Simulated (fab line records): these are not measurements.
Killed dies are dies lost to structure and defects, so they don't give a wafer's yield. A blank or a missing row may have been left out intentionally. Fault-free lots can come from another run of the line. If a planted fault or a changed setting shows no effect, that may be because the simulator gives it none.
fab line records | flow ritCmos
record: lots: 15 | wafers: 45 | lastDay: 7
route steps=202 shown SDANNEAL@156 PSD@157 M1@202
lots with no fault: from the same line, run without faults
startH: hours from the record's opening day to when the first of the lot's shown wafers began | waitH: how many hours have passed since the lot's step before this one | " the same as in the row above | L1.1+2: a row that stands for several wafers | - no value, or no start given | * or withheld: withheld | < > ~ a bound
route shown NAME@n: NAME is a module with steps in the file, n the number in the route of the first one | usual: mean and standard deviation over wafers with no fault | same: alike in all rows | chamber/n: place in a boat | sites: per-site readings | _std_site: the values' standard deviation | _edge_site: mean of outer sites minus mean of inner sites | radiusMm: for every site, how far away it sits from the centre of the wafer | mask NAME#n: copy n | behind: the tool/chamber that last shaped the wafer | hold: why the lot went on hold/how many hours it stayed there/how the hold came to an end | device: names the non-switching transistor (n, p or np) | end of line: tests of these same wafers at the route's end | for a step that has no rows: nothing shown but its recipe | killed: count of dies lost to structure and defects at first sort (not the wafer's yield) | map: per-die view of a wafer (x killed, . not killed, _ where there is no die)
set.NAME: setting as actually run; set.NAME@STEP: the setting as run at that earlier step | model.NAME: the simulator's own value behind a step, which no gauge read
route steps across a sampled set of lots; one table per step, one row per wafer
services: from which hour (startH, from the record's first day; less than 0 if before it) a tool's chamber was out of use, for how many hours, and why
== steps ==
step: RIT_SDANNEAL_RTA_03
recipe: tempC: 1050 | timeS: 4.891 | idleTempC: 600 | rampUpCPerS: 342 | rampDownCPerS: 171 | coolToC: 600 | ambient: N2
usual: wafer_temp_C_max: 1053.7/1.2
same: timeS: 4.891
lot.wafer | tool         | chamber | startH | waitH | wafer_temp_C_max
L723.2    | rtpAnneal-02 | 0       | 56.08  | 0.0   | 1054.3
L723.3    | "            | 0       | "      | "     | 1054.5
L723.5    | "            | 0       | "      | "     | 1051.7
L724.1    | rtpAnneal-01 | 0       | 58.61  | 0.0   | 1056.1
L724.2    | "            | 0       | "      | "     | 1053.7
L724.4    | "            | 0       | "      | "     | 1053.2
L725.1    | rtpAnneal-02 | 0       | 62.27  | 0.0   | 1053.7
L725.2    | "            | 0       | "      | "     | 1052.8
L725.6    | "            | 0       | "      | "     | 1056.4
L726.2    | rtpAnneal-01 | 0       | 67.20  | 0.0   | 1052.4
L726.4    | "            | 0       | "      | "     | 1053.5
L726.6    | "            | 0       | "      | "     | 1054.4
L727.2    | rtpAnneal-02 | 0       | 70.43  | 0.0   | 1052.9
L727.3    | "            | 0       | "      | "     | 1053.4
L727.5    | "            | 0       | "      | "     | 1051.3
L728.2    | rtpAnneal-01 | 0       | 75.21  | 0.0   | 1054.4
L728.3    | "            | 0       | "      | "     | 1053.7
L728.5    | "            | 0       | "      | "     | 1052.9
L729.1    | rtpAnneal-02 | 0       | 79.33  | 0.0   | 1051.6
L729.4    | "            | 0       | "      | "     | 1052.1
L729.6    | "            | 0       | "      | "     | 1054.6
L730.2    | rtpAnneal-01 | 0       | 89.70  | 0.0   | 1054.7
L730.3    | "            | 0       | "      | "     | 1053.6
L730.4    | "            | 0       | "      | "     | 1055.7
L731.1    | rtpAnneal-02 | 0       | 92.52  | 0.0   | 1052.9
L731.2    | "            | 0       | "      | "     | 1053.0
L731.5    | "            | 0       | "      | "     | 1055.1
L734.2    | rtpAnneal-02 | 0       | 105.93 | 0.0   | 990.9
L734.4    | "            | 0       | "      | "     | 988.4
L734.5    | "            | 0       | "      | "     | 988.0
L736.1    | rtpAnneal-02 | 0       | 115.70 | 0.0   | 989.0
L736.3    | "            | 0       | "      | "     | 988.1
L736.4    | "            | 0       | "      | "     | 987.7
L738.1    | rtpAnneal-02 | 0       | 129.41 | 0.0   | 988.2
L738.5    | "            | 0       | "      | "     | 988.8
L738.6    | "            | 0       | "      | "     | 989.0
L741.1    | rtpAnneal-01 | 0       | 149.91 | 0.0   | 1054.9
L741.3    | "            | 0       | "      | "     | 1054.4
L741.4    | "            | 0       | "      | "     | 1053.2
L743.1    | rtpAnneal-01 | 0       | 158.77 | 0.0   | 1051.1
L743.5    | "            | 0       | "      | "     | 1053.0
L743.6    | "            | 0       | "      | "     | 1053.4
L745.1    | rtpAnneal-01 | 0       | 168.73 | 0.0   | 1054.3
L745.3    | "            | 0       | "      | "     | 1054.0
L745.5    | "            | 0       | "      | "     | 1052.8
step: RIT_SDANNEAL_RS_MEAS_04
recipe: thkMeasGauge: four-point-probe
usual: PSD_RS: 116.3/0.33
lot.wafer | tool         | chamber | startH | waitH | hold                    | PSD_RS[ohm/sq]
L723.2    | filmMetro-01 | -       | 56.14  | 0.1   | -                       | 116.3
L723.3    | "            | -       | "      | "     | -                       | 116.1
L723.5    | "            | -       | "      | "     | -                       | 116.2
L724.1    | filmMetro-01 | -       | 58.67  | 0.0   | -                       | 116.4
L724.2    | "            | -       | "      | "     | -                       | 116.3
L724.4    | "            | -       | "      | "     | -                       | 116.4
L725.1    | filmMetro-03 | -       | 62.33  | 0.0   | -                       | 116.7
L725.2    | "            | -       | "      | "     | -                       | 116.8
L725.6    | "            | -       | "      | "     | -                       | 116.6
L726.2    | filmMetro-04 | -       | 67.26  | 0.1   | -                       | 116.7
L726.4    | "            | -       | "      | "     | -                       | 116.5
L726.6    | "            | -       | "      | "     | -                       | 116.6
L727.2    | filmMetro-01 | -       | 70.50  | 0.1   | -                       | 116.3
L727.3    | "            | -       | "      | "     | -                       | 116.4
L727.5    | "            | -       | "      | "     | -                       | 116.7
L728.2    | filmMetro-04 | -       | 75.28  | 0.1   | -                       | 116.1
L728.3    | "            | -       | "      | "     | -                       | 116.7
L728.5    | "            | -       | "      | "     | -                       | 116.7
L729.1    | filmMetro-04 | -       | 79.39  | 0.0   | -                       | 116.3
L729.4    | "            | -       | "      | "     | -                       | 116.1
L729.6    | "            | -       | "      | "     | -                       | 116.2
L730.2    | filmMetro-04 | -       | 89.77  | 0.1   | -                       | 116.4
L730.3    | "            | -       | "      | "     | -                       | 116.4
L730.4    | "            | -       | "      | "     | -                       | 116.2
L731.1    | filmMetro-01 | -       | 92.57  | 0.0   | -                       | 117.0
L731.2    | "            | -       | "      | "     | -                       | 116.9
L731.5    | "            | -       | "      | "     | -                       | 117.1
L734.2    | filmMetro-03 | -       | 106.00 | 0.1   | awaitDispo/0.2h/release | 165.6
L734.4    | "            | -       | "      | "     | awaitDispo/0.2h/release | 166.1
L734.5    | "            | -       | "      | "     | awaitDispo/0.2h/release | 166.2
L734.2    | filmMetro-03 | -       | 106.36 | 0.3   | -                       | 166.0
L734.4    | "            | -       | "      | "     | -                       | 166.1
L734.5    | "            | -       | "      | "     | -                       | 166.4
L736.1    | filmMetro-01 | -       | 115.75 | 0.0   | awaitDispo/0.2h/release | 166.1
L736.3    | "            | -       | "      | "     | awaitDispo/0.2h/release | 165.9
L736.4    | "            | -       | "      | "     | awaitDispo/0.2h/release | 166.5
L736.1    | filmMetro-01 | -       | 116.11 | 0.3   | -                       | 166.4
L736.3    | "            | -       | "      | "     | -                       | 166.1
L736.4    | "            | -       | "      | "     | -                       | 166.7
L738.1    | filmMetro-04 | -       | 129.47 | 0.0   | awaitDispo/0.2h/release | 166.1
L738.5    | "            | -       | "      | "     | awaitDispo/0.2h/release | 165.8
L738.6    | "            | -       | "      | "     | awaitDispo/0.2h/release | 166.0
L738.1    | filmMetro-04 | -       | 129.83 | 0.3   | -                       | 166.1
L738.5    | "            | -       | "      | "     | -                       | 166.2
L738.6    | "            | -       | "      | "     | -                       | 166.1
L741.1    | filmMetro-01 | -       | 149.97 | 0.0   | -                       | 116.3
L741.3    | "            | -       | "      | "     | -                       | 116.5
L741.4    | "            | -       | "      | "     | -                       | 116.6
L743.1    | filmMetro-03 | -       | 158.82 | 0.0   | -                       | 116.2
L743.5    | "            | -       | "      | "     | -                       | 116.1
L743.6    | "            | -       | "      | "     | -                       | 116.3
L745.1    | filmMetro-04 | -       | 168.79 | 0.0   | -                       | 116.1
L745.3    | "            | -       | "      | "     | -                       | 116.2
L745.5    | "            | -       | "      | "     | -                       | 115.9
step: RIT_M1_PROBE_99
usual: defectLimitedYield: 97.5/1.1 | killedAtContacts: 0.1/0.3 | killedAtFrontEnd: 6.5/2.9 | killedDies: 6.6/3 | killedOnRim: 1.6/1.3 | killedOpen: 3.3/2 | killedShort: 3.3/1.9 | sort_bin_3_pad_short: 0.1/0.2 | sort_bin_5_function: 1.4/0.78 | sort_bin_6_memory: 1.0/0.71 | sortNPass: 257.4/3 | sortYieldPct: 97.5/1.1
same: grossDies: 264 | killed_at_M0_to_M3: 0 | killed_at_M4_up: 0 | killedAtBackSide: 0 | killedAtOther: 0
lot.wafer | tool      | chamber | startH | waitH | defectLimitedYield[%] | killedAtContacts | killedAtFrontEnd | killedDies | killedOnRim | killedOpen | killedShort | sort_bin_3_pad_short[%] | sort_bin_5_function[%] | sort_bin_6_memory[%] | sortNPass | sortYieldPct[%]
L723.2    | prober-01 | -       | 63.72  | 0.1   | 97.7                  | 0                | 6                | 6          | 2           | 1          | 5           | 0.4                     | 0.4                    | 1.5                  | 258.0     | 97.7
L723.3    | prober-01 | -       | 63.77  | 0.2   | 98.5                  | 0                | 4                | 4          | 0           | 3          | 1           | 0                       | 1.5                    | 0                    | 260.0     | 98.5
L723.5    | prober-01 | -       | 63.87  | 0.2   | 97.3                  | 1                | 6                | 7          | 2           | 4          | 3           | 0                       | 1.5                    | 1.1                  | 257.0     | 97.3
L724.1    | prober-02 | -       | 66.18  | 0.1   | 98.5                  | 0                | 4                | 4          | 2           | 3          | 1           | 0                       | 0.8                    | 0.8                  | 260.0     | 98.5
L724.2    | prober-02 | -       | 66.23  | 0.1   | 95.5                  | 0                | 12               | 12         | 5           | 5          | 7           | 0.4                     | 2.3                    | 1.9                  | 252.0     | 95.5
L724.4    | prober-02 | -       | 66.33  | 0.2   | 98.5                  | 0                | 4                | 4          | 1           | 2          | 2           | 0                       | 0.8                    | 0.8                  | 260.0     | 98.5
L725.1    | prober-01 | -       | 70.48  | 0.1   | 97.7                  | 0                | 6                | 6          | 1           | 4          | 2           | 0                       | 1.9                    | 0.4                  | 258.0     | 97.7
L725.2    | prober-01 | -       | 70.53  | 0.1   | 98.1                  | 0                | 5                | 5          | 2           | 1          | 4           | 0.4                     | 0.8                    | 0.8                  | 259.0     | 98.1
L725.6    | prober-01 | -       | 70.73  | 0.2   | 96.6                  | 0                | 9                | 9          | 0           | 3          | 6           | 0.4                     | 1.5                    | 1.5                  | 255.0     | 96.6
L726.2    | prober-02 | -       | 75.02  | 0.1   | 98.1                  | 0                | 5                | 5          | 1           | 4          | 1           | 0                       | 0.8                    | 1.1                  | 259.0     | 98.1
L726.4    | prober-02 | -       | 75.12  | 0.2   | 95.8                  | 0                | 11               | 11         | 2           | 4          | 7           | 0.4                     | 1.5                    | 2.3                  | 253.0     | 95.8
L726.6    | prober-02 | -       | 75.22  | 0.2   | 94.7                  | 0                | 14               | 14         | 3           | 8          | 6           | 0                       | 3.0                    | 2.3                  | 250.0     | 94.7
L727.2    | prober-01 | -       | 79.10  | 0.1   | 97.7                  | 0                | 6                | 6          | 1           | 5          | 1           | 0.4                     | 1.9                    | 0                    | 258.0     | 97.7
L727.3    | prober-01 | -       | 79.15  | 0.2   | 97.7                  | 1                | 5                | 6          | 3           | 2          | 4           | 0                       | 0.8                    | 1.5                  | 258.0     | 97.7
L727.5    | prober-01 | -       | 79.25  | 0.2   | 96.2                  | 1                | 9                | 10         | 3           | 5          | 5           | 0                       | 2.7                    | 1.1                  | 254.0     | 96.2
L728.2    | prober-02 | -       | 83.72  | 0.1   | 96.6                  | 0                | 9                | 9          | 2           | 5          | 4           | 0                       | 1.1                    | 2.3                  | 255.0     | 96.6
L728.3    | prober-02 | -       | 83.77  | 0.2   | 95.5                  | 0                | 12               | 12         | 4           | 6          | 6           | 0.4                     | 2.3                    | 1.9                  | 252.0     | 95.5
L728.5    | prober-02 | -       | 83.87  | 0.2   | 96.2                  | 0                | 10               | 10         | 2           | 7          | 3           | 0.4                     | 1.1                    | 2.3                  | 254.0     | 96.2
L729.1    | prober-01 | -       | 86.64  | 0.1   | 96.2                  | 0                | 10               | 10         | 3           | 7          | 3           | 0                       | 2.3                    | 1.5                  | 254.0     | 96.2
L729.4    | prober-01 | -       | 86.79  | 0.2   | 98.1                  | 0                | 5                | 5          | 1           | 3          | 2           | 0                       | 0.8                    | 1.1                  | 259.0     | 98.1
L729.6    | prober-01 | -       | 86.89  | 0.2   | 96.6                  | 0                | 9                | 9          | 2           | 4          | 5           | 0.4                     | 1.5                    | 1.5                  | 255.0     | 96.6
L731.1    | prober-01 | -       | 99.99  | 0.1   | 96.6                  | 0                | 9                | 9          | 3           | 3          | 6           | 0                       | 2.3                    | 1.1                  | 255.0     | 96.6
L731.2    | prober-01 | -       | 100.04 | 0.1   | 98.1                  | 0                | 5                | 5          | 2           | 4          | 1           | 0                       | 1.9                    | 0                    | 259.0     | 98.1
L731.5    | prober-01 | -       | 100.19 | 0.2   | 95.8                  | 0                | 11               | 11         | 1           | 4          | 7           | 0.4                     | 1.9                    | 1.9                  | 253.0     | 95.8
L730.2    | prober-02 | -       | 100.04 | 0.1   | 97.3                  | 0                | 7                | 7          | 1           | 2          | 5           | 0                       | 1.5                    | 1.1                  | 257.0     | 97.3
L730.3    | prober-02 | -       | 100.09 | 0.2   | 97.3                  | 0                | 7                | 7          | 3           | 3          | 4           | 0.4                     | 1.9                    | 0.4                  | 257.0     | 97.3
L730.4    | prober-02 | -       | 100.14 | 0.2   | 97.3                  | 0                | 7                | 7          | 1           | 3          | 4           | 0                       | 1.9                    | 0.8                  | 257.0     | 97.3
L741.1    | prober-01 | -       | 159.36 | 0.1   | 98.1                  | 0                | 5                | 5          | 1           | 2          | 3           | 0                       | 1.5                    | 0.4                  | 259.0     | 98.1
L741.3    | prober-01 | -       | 159.46 | 0.2   | 98.9                  | 0                | 3                | 3          | 0           | 2          | 1           | 0                       | 0.8                    | 0.4                  | 261.0     | 98.9
L741.4    | prober-01 | -       | 159.51 | 0.2   | 99.2                  | 0                | 2                | 2          | 0           | 0          | 2           | 0                       | 0                      | 0.8                  | 262.0     | 99.2
L743.1    | prober-01 | -       | 166.92 | 0.1   | 97.7                  | 0                | 6                | 6          | 0           | 4          | 2           | 0                       | 0.4                    | 1.9                  | 258.0     | 97.7
L743.5    | prober-01 | -       | 167.12 | 0.2   | 96.2                  | 0                | 10               | 10         | 1           | 3          | 7           | 0                       | 1.1                    | 2.7                  | 254.0     | 96.2
L743.6    | prober-01 | -       | 167.17 | 0.2   | 98.9                  | 0                | 3                | 3          | 1           | 1          | 2           | 0.4                     | 0.4                    | 0.4                  | 261.0     | 98.9
L745.1    | prober-01 | -       | 177.53 | 0.1   | 97.7                  | 0                | 6                | 6          | 0           | 4          | 2           | 0                       | 2.3                    | 0                    | 258.0     | 97.7
L745.3    | prober-01 | -       | 177.63 | 0.2   | 97.0                  | 0                | 8                | 8          | 1           | 5          | 3           | 0                       | 1.9                    | 1.1                  | 256.0     | 97.0
L745.5    | prober-01 | -       | 177.73 | 0.2   | 97.3                  | 1                | 6                | 7          | 3           | 5          | 2           | 0                       | 1.5                    | 1.1                  | 257.0     | 97.3
killed by level:class
L723.2 GATE:geometricParticle:short=4 FOX1:geometricParticle:short=1 GATE:geometricParticle:open=1
L723.3 FOX1:geometricParticle:open=3 GATE:geometricParticle:short=1
L723.5 FOX1:geometricParticle:open=2 GATE:geometricParticle:short=1 SPACER:geometricParticle:open=1 SPACER:geometricParticle:short=1 SILICIDE:geometricParticle:open=1 CONTACT:geometricParticle:short=1
L724.1 GATE:geometricParticle:open=1 GATE:geometricParticle:short=1 REOX:geometricParticle:open=1 SPACER:geometricParticle:open=1
L724.2 GATE:geometricParticle:short=6 GATE:geometricParticle:open=4 REOX:geometricParticle:open=1 REOX:geometricParticle:short=1
L724.4 GATE:geometricParticle:short=2 GATE:geometricParticle:open=2
L725.1 SPACER:geometricParticle:open=2 GATE:geometricParticle:open=1 GATE:geometricParticle:short=1 SILICIDE:geometricParticle:open=1 SILICIDE:geometricParticle:short=1
L725.2 SPACER:geometricParticle:short=2 FOX2:geometricParticle:short=1 SPACER:geometricParticle:open=1 SILICIDE:geometricParticle:short=1
L725.6 GATE:geometricParticle:short=3 FOX2:geometricParticle:short=1 FOX2:geometricParticle:open=1 GATE:geometricParticle:open=1 REOX:geometricParticle:short=1 SPACER:geometricParticle:short=1 SILICIDE:geometricParticle:open=1
L726.2 SPACER:geometricParticle:open=2 GATE:geometricParticle:open=1 SILICIDE:geometricParticle:open=1 SILICIDE:geometricParticle:short=1
L726.4 GATE:geometricParticle:short=3 FOX1:geometricParticle:short=2 GATE:geometricParticle:open=2 FOX1:geometricParticle:open=1 FOX2:geometricParticle:open=1 SPACER:geometricParticle:short=1 SILICIDE:geometricParticle:short=1
L726.6 GATE:geometricParticle:open=3 GATE:geometricParticle:short=2 REOX:geometricParticle:short=2 REOX:geometricParticle:open=2 SPACER:geometricParticle:open=2 FOX1:geometricParticle:short=1 SPACER:geometricParticle:short=1 SILICIDE:geometricParticle:open=1
L727.2 FOX1:geometricParticle:open=3 SILICIDE:geometricParticle:open=2 FOX2:geometricParticle:short=1
L727.3 FOX1:geometricParticle:short=1 GATE:geometricParticle:short=1 GATE:geometricParticle:open=1 SPACER:geometricParticle:open=1 SPACER:geometricParticle:short=1 CONTACT:geometricParticle:short=1
L727.5 FOX1:geometricParticle:open=2 GATE:geometricParticle:open=2 GATE:geometricParticle:short=2 SPACER:geometricParticle:short=1 SPACER:geometricParticle:open=1 SILICIDE:geometricParticle:short=1 CONTACT:geometricParticle:short=1
L728.2 GATE:geometricParticle:open=3 GATE:geometricParticle:short=2 SILICIDE:geometricParticle:open=2 SILICIDE:geometricParticle:short=2
L728.3 GATE:geometricParticle:short=4 SILICIDE:geometricParticle:open=3 REOX:geometricParticle:open=2 SILICIDE:geometricParticle:short=2 GATE:geometricParticle:open=1
L728.5 GATE:geometricParticle:open=3 SILICIDE:geometricParticle:open=3 SILICIDE:geometricParticle:short=2 GATE:geometricParticle:short=1 REOX:geometricParticle:open=1
L729.1 FOX1:geometricParticle:short=2 FOX1:geometricParticle:open=2 SILICIDE:geometricParticle:open=2 FOX2:geometricParticle:open=1 GATE:geometricParticle:open=1 SPACER:geometricParticle:short=1 SPACER:geometricParticle:open=1
L729.4 GATE:geometricParticle:open=2 ACTIVE:geometricParticle:short=1 SILICIDE:geometricParticle:open=1 SILICIDE:geometricParticle:short=1
L729.6 FOX2:geometricParticle:open=2 FOX2:geometricParticle:short=2 SPACER:geometricParticle:short=2 FOX1:geometricParticle:open=1 SPACER:geometricParticle:open=1 SILICIDE:geometricParticle:short=1
L731.1 GATE:geometricParticle:short=2 REOX:geometricParticle:short=2 FOX1:geometricParticle:open=1 FOX2:geometricParticle:short=1 REOX:geometricParticle:open=1 SPACER:geometricParticle:open=1 SILICIDE:geometricParticle:short=1
L730.2 GATE:geometricParticle:short=4 REOX:geometricParticle:open=1 REOX:geometricParticle:short=1 SILICIDE:geometricParticle:open=1
L731.2 SPACER:geometricParticle:open=2 FOX1:geometricParticle:open=1 GATE:geometricParticle:open=1 GATE:geometricParticle:short=1
L730.3 GATE:geometricParticle:short=3 GATE:geometricParticle:open=2 FOX2:geometricParticle:open=1 FOX2:geometricParticle:short=1
L730.4 GATE:geometricParticle:short=3 GATE:geometricParticle:open=3 SILICIDE:geometricParticle:short=1
L731.5 FOX1:geometricParticle:short=3 GATE:geometricParticle:short=2 FOX1:geometricParticle:open=1 FOX2:geometricParticle:open=1 FOX2:geometricParticle:short=1 GATE:geometricParticle:open=1 REOX:geometricParticle:open=1 SILICIDE:geometricParticle:short=1
L741.1 GATE:geometricParticle:open=1 REOX:geometricParticle:short=1 SPACER:geometricParticle:short=1 SPACER:geometricParticle:open=1 SILICIDE:geometricParticle:short=1
L741.3 GATE:geometricParticle:open=1 SILICIDE:geometricParticle:open=1 SILICIDE:geometricParticle:short=1
L741.4 REOX:geometricParticle:short=1 SPACER:geometricParticle:short=1
L743.1 FOX1:geometricParticle:open=2 SILICIDE:geometricParticle:open=2 FOX2:geometricParticle:short=1 SILICIDE:geometricParticle:short=1
L743.5 FOX1:geometricParticle:short=3 FOX1:geometricParticle:open=1 FOX2:geometricParticle:open=1 FOX2:geometricParticle:short=1 GATE:geometricParticle:open=1 GATE:geometricParticle:short=1 SPACER:geometricParticle:short=1 SILICIDE:geometricParticle:short=1
L743.6 SPACER:geometricParticle:short=2 GATE:geometricParticle:open=1
L745.1 GATE:geometricParticle:open=3 GATE:geometricParticle:short=1 REOX:geometricParticle:short=1 SILICIDE:geometricParticle:open=1
L745.3 GATE:geometricParticle:open=2 SPACER:geometricParticle:open=2 FOX1:geometricParticle:short=1 FOX2:geometricParticle:open=1 GATE:geometricParticle:short=1 SPACER:geometricParticle:short=1
L745.5 REOX:geometricParticle:open=2 FOX1:geometricParticle:short=1 GATE:geometricParticle:open=1 GATE:geometricParticle:short=1 SILICIDE:geometricParticle:open=1 CONTACT:geometricParticle:open=1
== services ==
tool         | chamber | startH | hours | kind
rtpAnneal-01 | -       | 102.32 | 4.2   | pm
== key ==
firstSign: step: RIT_SDANNEAL_RTA_03 | reading: wafer_temp_C_max | direction: down | sigmas: 56 | usual: * | struck: *
effect: step: RIT_SDANNEAL_RS_MEAS_04 | reading: visit | direction: added
effect: step: RIT_SDANNEAL_RS_MEAS_04 | reading: PSD_RS | direction: up | sigmas: 99+ | usual: 116.3 | struck: 166.0
metAt RIT_SDANNEAL_RTA_03
struckLots L734,L736,L738
scrappedBehind RIT_SDANNEAL_RS_MEAS_04 L734.2,L734.4,L734.5,L736.1,L736.3,L736.4,L738.1,L738.5,L738.6
onsetBetween 92.52 105.93
fault: kind: processParameterDrift | tool: rtpAnneal-02 | chamber: - | onsetH: 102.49 | steps: RIT_SDANNEAL_RTA_03 | channel: tempC | offset: * | shape: step | endH: 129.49 | actsIn: * | stated: *
